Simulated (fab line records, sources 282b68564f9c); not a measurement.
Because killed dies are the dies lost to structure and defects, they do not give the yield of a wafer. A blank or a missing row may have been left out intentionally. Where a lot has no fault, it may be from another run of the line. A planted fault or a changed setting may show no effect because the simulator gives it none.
Which tool was responsible? :: flow ritCmos :: 15 lots with 45 wafers sampled at 7 steps, on a route of 202 steps

WHAT THE GAUGES READ, wafer by wafer
RIT_ACTIVE_BOW_MEAS_00.
lot: L541
measured: day 1 15:00
on: filmMetro-01
INCOMING_BOW (um): -10 8 9

lot: L544
measured: day 2 06:00
on: filmMetro-02
INCOMING_BOW (um): -2 -10 5

lot: L548
measured: day 3 02:00
on: filmMetro-01
INCOMING_BOW (um): 8 10 5

lot: L549
measured: day 3 07:00
on: filmMetro-03
INCOMING_BOW (um): -7 -7 7

lot: L550
measured: day 3 12:01
on: filmMetro-03
INCOMING_BOW (um): 10 1 -6

lot: L552
measured: day 3 22:01
on: filmMetro-01
INCOMING_BOW (um): 1 4 -4

lot: L553
measured: day 4 03:01
on: filmMetro-01
INCOMING_BOW (um): -4 -11 -11

lot: L554
measured: day 4 08:01
on: filmMetro-02
INCOMING_BOW (um): -12 1 -1

lot: L556
measured: day 4 18:01
on: filmMetro-02
INCOMING_BOW (um): -4 1 -6

lot: L557
measured: day 4 23:00
on: filmMetro-01
INCOMING_BOW (um): 7 -7 1

lot: L558
measured: day 5 04:00
on: filmMetro-02
INCOMING_BOW (um): 8 1 8

lot: L559
measured: day 5 09:00
on: filmMetro-03
INCOMING_BOW (um): 7 -1 2

lot: L560
measured: day 5 14:01
on: filmMetro-02
INCOMING_BOW (um): -2 4 -5

lot: L561
measured: day 5 19:00
on: filmMetro-02
INCOMING_BOW (um): -1 0 -3

lot: L562
measured: day 6 00:01
on: filmMetro-03
INCOMING_BOW (um): 3 1 4

RIT_NLDD_OVL_MEAS_06.
lot: L541
measured: day 3 06:03
on: overlay-02
NLDD_OVL (nm): -2.2 -2.8 -1.1

lot: L544
measured: day 3 22:40
on: overlay-01
NLDD_OVL (nm): 0.3 1.0 1.4

lot: L548
measured: day 4 14:31
on: overlay-02
NLDD_OVL (nm): -0.2 -1.8 -0.2

lot: L549
measured: day 4 18:25
on: overlay-01
NLDD_OVL (nm): -2.8 -3.6 -2.5

lot: L550
measured: day 4 22:16
on: overlay-02
NLDD_OVL (nm): -0.6 -1.5 -0.6

lot: L552
measured: day 5 07:14
on: overlay-01
NLDD_OVL (nm): - - -

lot: L553
measured: day 5 13:39
on: overlay-02
NLDD_OVL (nm): - - -

lot: L554
measured: day 5 20:05
on: overlay-02
NLDD_OVL (nm): - - -

lot: L556
measured: day 6 01:58
on: overlay-01
NLDD_OVL (nm): -0.7 0.0 0.4

lot: L557
measured: day 6 08:26
on: overlay-02
NLDD_OVL (nm): -0.4 -0.5 -0.1

lot: L558
measured: day 6 15:57
on: overlay-02
NLDD_OVL (nm): -1.2 -2.6 -2.3

lot: L559
measured: day 6 21:08
on: overlay-01
NLDD_OVL (nm): 0.9 0.3 2.3

lot: L560
measured: day 7 02:31
on: overlay-02
NLDD_OVL (nm): -1.4 -1.1 -0.7

lot: L561
measured: day 7 05:11
on: overlay-02
NLDD_OVL (nm): -1.2 -1.1 -0.7

lot: L562
measured: day 7 09:01
on: overlay-01
NLDD_OVL (nm): -0.7 0.3 -0.9

RIT_NLDD_TW_MEAS_10.
lot: L541
measured: day 3 06:34
on: filmMetro-03
NLDD_TW: 2488 2484 2489

lot: L544
measured: day 3 23:11
on: filmMetro-03
NLDD_TW: 2478 2489 2472

lot: L548
measured: day 4 15:02
on: filmMetro-02
NLDD_TW: 2495 2487 2499

lot: L549
measured: day 4 18:56
on: filmMetro-02
NLDD_TW: 2517 2493 2490

lot: L550
measured: day 4 22:56
on: filmMetro-02
NLDD_TW: 2492 2500 2502

lot: L552
measured: day 5 07:45
on: filmMetro-03
NLDD_TW: 2473 2480 2478

lot: L553
measured: day 5 14:10
on: filmMetro-01
NLDD_TW: 2478 2484 2495

lot: L554
measured: day 5 20:37
on: filmMetro-01
NLDD_TW: 2488 2490 2487

lot: L556
measured: day 6 02:28
on: filmMetro-02
NLDD_TW: 2475 2482 2479

lot: L557
measured: day 6 08:56
on: filmMetro-01
NLDD_TW: 2496 2479 2500

lot: L558
measured: day 6 16:28
on: filmMetro-01
NLDD_TW: 2489 2493 2504

lot: L559
measured: day 6 21:39
on: filmMetro-01
NLDD_TW: 2485 2495 2481

lot: L560
measured: day 7 03:02
on: filmMetro-03
NLDD_TW: 2490 2488 2495

lot: L561
measured: day 7 05:41
on: filmMetro-01
NLDD_TW: 2497 2487 2492

lot: L562
measured: day 7 09:31
on: filmMetro-02
NLDD_TW: 2497 2510 2510

RIT_PLDD_TW_MEAS_10.
lot: L541
measured: day 3 07:59
on: filmMetro-01
PLDD_TW: 2352 2343 2365

lot: L544
measured: day 4 00:43
on: filmMetro-02
PLDD_TW: 2347 2348 2345

lot: L548
measured: day 4 16:27
on: filmMetro-02
PLDD_TW: 2355 2348 2342

lot: L549
measured: day 4 20:38
on: filmMetro-01
PLDD_TW: 2346 2333 2343

lot: L550
measured: day 5 00:29
on: filmMetro-02
PLDD_TW: 2361 2341 2343

lot: L552
measured: day 5 09:11
on: filmMetro-01
PLDD_TW: 2868 2858 2866

lot: L553
measured: day 5 15:43
on: filmMetro-03
PLDD_TW: 2878 2856 2852

lot: L554
measured: day 5 22:09
on: filmMetro-02
PLDD_TW: 2874 2864 2866

lot: L556
measured: day 6 04:07
on: filmMetro-03
PLDD_TW: 2337 2351 2341

lot: L557
measured: day 6 10:29
on: filmMetro-02
PLDD_TW: 2343 2345 2328

lot: L558
measured: day 6 18:01
on: filmMetro-03
PLDD_TW: 2353 2336 2340

lot: L559
measured: day 6 23:04
on: filmMetro-02
PLDD_TW: 2352 2331 2348

lot: L560
measured: day 7 04:58
on: filmMetro-01
PLDD_TW: 2366 2349 2352

lot: L561
measured: day 7 07:07
on: filmMetro-01
PLDD_TW: 2360 2337 2357

lot: L562
measured: day 7 10:58
on: filmMetro-01
PLDD_TW: 2342 2343 2333

RIT_NSD_TW_MEAS_10.
lot: L541
measured: day 3 12:01
on: filmMetro-02
NSD_TW: 3142 3111 3130

lot: L544
measured: day 4 04:40
on: filmMetro-01
NSD_TW: 3124 3114 3127

lot: L548
measured: day 4 20:22
on: filmMetro-02
NSD_TW: 3138 3137 3135

lot: L549
measured: day 5 01:34
on: filmMetro-01
NSD_TW: 3123 3112 3122

lot: L550
measured: day 5 04:24
on: filmMetro-01
NSD_TW: 3120 3098 3113

lot: L552
measured: day 5 13:12
on: filmMetro-01
NSD_TW: 3309 3324 3335

lot: L553
measured: day 5 19:47
on: filmMetro-01
NSD_TW: 3305 3316 3312

lot: L554
measured: day 6 02:04
on: filmMetro-02
NSD_TW: 3306 3309 3326

lot: L556
measured: day 6 08:19
on: filmMetro-02
NSD_TW: 3119 3115 3100

lot: L557
measured: day 6 14:32
on: filmMetro-03
NSD_TW: 3099 3115 3108

lot: L558
measured: day 6 22:01
on: filmMetro-02
NSD_TW: 3107 3100 3110

lot: L559
measured: day 7 02:59
on: filmMetro-01
NSD_TW: 3106 3116 3122

lot: L560
measured: day 7 08:55
on: filmMetro-01
NSD_TW: 3110 3135 3115

lot: L561
measured: day 7 11:11
on: filmMetro-02
NSD_TW: 3115 3147 3149

lot: L562
measured: day 7 14:52
on: filmMetro-03
NSD_TW: 3125 3120 3123

TOOL THAT RAN EACH LOT (tool first, then ch and the chambers of the sampled wafers, then the start)
lot: L541
RIT_NWELL_STRIP_09: plasmaAsher-02 ch 0,1, day 2 03:14
RIT_NLDD_COAT_01: lithoTrack-03 ch 0, day 3 05:21

lot: L544
RIT_NWELL_STRIP_09: plasmaAsher-02 ch 0,1, day 2 21:14
RIT_NLDD_COAT_01: lithoTrack-04 ch 0, day 3 21:51

lot: L548
RIT_NWELL_STRIP_09: plasmaAsher-02 ch 0,1, day 3 15:55
RIT_NLDD_COAT_01: lithoTrack-04 ch 0, day 4 13:49

lot: L549
RIT_NWELL_STRIP_09: plasmaAsher-02 ch 0, day 3 19:45
RIT_NLDD_COAT_01: lithoTrack-03 ch 0, day 4 17:34

lot: L550
RIT_NWELL_STRIP_09: plasmaAsher-02 ch 0,1, day 4 01:12
RIT_NLDD_COAT_01: lithoTrack-03 ch 0, day 4 21:28

lot: L552
RIT_NWELL_STRIP_09: plasmaAsher-01 ch 0,1, day 4 09:57
RIT_NLDD_COAT_01: lithoTrack-01, day 5 06:26

lot: L553
RIT_NWELL_STRIP_09: plasmaAsher-02 ch 0,1, day 4 14:54
RIT_NLDD_COAT_01: lithoTrack-04, day 5 12:47

lot: L554
RIT_NWELL_STRIP_09: plasmaAsher-01 ch 1, day 4 20:56
RIT_NLDD_COAT_01: lithoTrack-04, day 5 19:17

lot: L556
RIT_NWELL_STRIP_09: plasmaAsher-01 ch 0,1, day 5 05:07
RIT_NLDD_COAT_01: lithoTrack-03 ch 0, day 6 01:09

lot: L557
RIT_NWELL_STRIP_09: plasmaAsher-01 ch 0,1, day 5 11:19
RIT_NLDD_COAT_01: lithoTrack-03 ch 0, day 6 07:44

lot: L558
RIT_NWELL_STRIP_09: plasmaAsher-04 ch 0,1, day 5 17:35
RIT_NLDD_COAT_01: lithoTrack-04 ch 0, day 6 15:08

lot: L559
RIT_NWELL_STRIP_09: plasmaAsher-04 ch 0,1, day 5 22:50
RIT_NLDD_COAT_01: lithoTrack-01 ch 0, day 6 20:26

lot: L560
RIT_NWELL_STRIP_09: plasmaAsher-04 ch 0,1, day 6 03:46
RIT_NLDD_COAT_01: lithoTrack-04 ch 0, day 7 01:43

lot: L561
RIT_NWELL_STRIP_09: plasmaAsher-04 ch 0,1, day 6 06:46
RIT_NLDD_COAT_01: lithoTrack-03 ch 0, day 7 04:22

lot: L562
RIT_NWELL_STRIP_09: plasmaAsher-01 ch 0,1, day 6 12:41
RIT_NLDD_COAT_01: lithoTrack-04 ch 0, day 7 08:20
- RIT_NWELL_STRIP_09: strips in O2, time 180 s.
- RIT_NLDD_COAT_01: resist thk 1000 nm.

AS READ BY THE TOOLS THEMSELVES (means over the sampled wafers that have a number; for cases with no such wafer, the mark the record gives instead)
RIT_NWELL_STRIP_09.
lot: L541
tool: plasmaAsher-02
drypumpMotorCurrentA (A): 5.2

lot: L544
tool: plasmaAsher-02
drypumpMotorCurrentA (A): 5.2

lot: L548
tool: plasmaAsher-02
drypumpMotorCurrentA (A): 5.2

lot: L549
tool: plasmaAsher-02
drypumpMotorCurrentA (A): 5.3

lot: L550
tool: plasmaAsher-02
drypumpMotorCurrentA (A): 5.2

lot: L552
tool: plasmaAsher-01
drypumpMotorCurrentA (A): 5.5

lot: L553
tool: plasmaAsher-02
drypumpMotorCurrentA (A): 5.2

lot: L554
tool: plasmaAsher-01
drypumpMotorCurrentA (A): 4.8

lot: L556
tool: plasmaAsher-01
drypumpMotorCurrentA (A): 5.4

lot: L557
tool: plasmaAsher-01
drypumpMotorCurrentA (A): 5.1

lot: L558
tool: plasmaAsher-04
drypumpMotorCurrentA (A): 5.8

lot: L559
tool: plasmaAsher-04
drypumpMotorCurrentA (A): 5.6

lot: L560
tool: plasmaAsher-04
drypumpMotorCurrentA (A): 5.8

lot: L561
tool: plasmaAsher-04
drypumpMotorCurrentA (A): 5.6

lot: L562
tool: plasmaAsher-01
drypumpMotorCurrentA (A): 5.1

RIT_NLDD_COAT_01.
lot: L541
tool: lithoTrack-03
chillPlateTempC (C): 22.85
dispensePressureKPa (kPa): 50
exhaustPa (Pa): 44.8

lot: L544
tool: lithoTrack-04
chillPlateTempC (C): 23.02
dispensePressureKPa (kPa): 43
exhaustPa (Pa): 43.6

lot: L548
tool: lithoTrack-04
chillPlateTempC (C): 23.01
dispensePressureKPa (kPa): 43
exhaustPa (Pa): 44.8

lot: L549
tool: lithoTrack-03
chillPlateTempC (C): 22.96
dispensePressureKPa (kPa): 50
exhaustPa (Pa): 45.9

lot: L550
tool: lithoTrack-03
chillPlateTempC (C): 22.98
dispensePressureKPa (kPa): 50
exhaustPa (Pa): 44.2

lot: L552
tool: lithoTrack-01
chillPlateTempC (C): -
dispensePressureKPa (kPa): -
exhaustPa (Pa): -

lot: L553
tool: lithoTrack-04
chillPlateTempC (C): -
dispensePressureKPa (kPa): -
exhaustPa (Pa): -

lot: L554
tool: lithoTrack-04
chillPlateTempC (C): -
dispensePressureKPa (kPa): -
exhaustPa (Pa): -

lot: L556
tool: lithoTrack-03
chillPlateTempC (C): 23.12
dispensePressureKPa (kPa): 50
exhaustPa (Pa): 44.8

lot: L557
tool: lithoTrack-03
chillPlateTempC (C): 23.07
dispensePressureKPa (kPa): 50
exhaustPa (Pa): 45.1

lot: L558
tool: lithoTrack-04
chillPlateTempC (C): 22.90
dispensePressureKPa (kPa): 43
exhaustPa (Pa): 44.5

lot: L559
tool: lithoTrack-01
chillPlateTempC (C): 22.79
dispensePressureKPa (kPa): 57
exhaustPa (Pa): 44.8

lot: L560
tool: lithoTrack-04
chillPlateTempC (C): 22.97
dispensePressureKPa (kPa): 43
exhaustPa (Pa): 45.8

lot: L561
tool: lithoTrack-03
chillPlateTempC (C): 23.11
dispensePressureKPa (kPa): 50
exhaustPa (Pa): 45.1

lot: L562
tool: lithoTrack-04
chillPlateTempC (C): 23.06
dispensePressureKPa (kPa): 43
exhaustPa (Pa): 45.2

THE ANSWER, worked out from the rows above alone
Rule: the lots themselves supply what counts as usual. The widest of any qualifying gaps counts: lots, ordered by their means at a reading, are off when they make up no more than a third of the lots, leave a main group of 4 or more, and stand apart from it by 3 or more times the standard deviation of that group's means. Not used: any main group whose means are identical at the precision the tables above print for the reading. A lot without any number at a reading at which 4 lots or more have one is off too. Any other lot the step has rows for is counted as sound. First the gauges in route order, then the tools' own readings, where a lot's mean is used as printed above. At the first step where some lot is off, the reading lying furthest off is the one used; lots without a number count as furthest.
Off: L552, L553, L554, at RIT_NLDD_OVL_MEAS_06 (NLDD_OVL). Without a number there: L552, L553, L554. For the main group the mean is -0.8 nm and the standard deviation 1.1.
A tool fits if, at a process step before that reading, it ran every lot that is off, and no sound lot after the first of them. Not tried: the gauges at RIT_NLDD_OVL_MEAS_06; whatever is off there is also off at RIT_PLDD_TW_MEAS_10, on other tools, and gauge error can't account for it. None of those tried fits.

WHAT WAS PUT IN BY THE SIMULATOR
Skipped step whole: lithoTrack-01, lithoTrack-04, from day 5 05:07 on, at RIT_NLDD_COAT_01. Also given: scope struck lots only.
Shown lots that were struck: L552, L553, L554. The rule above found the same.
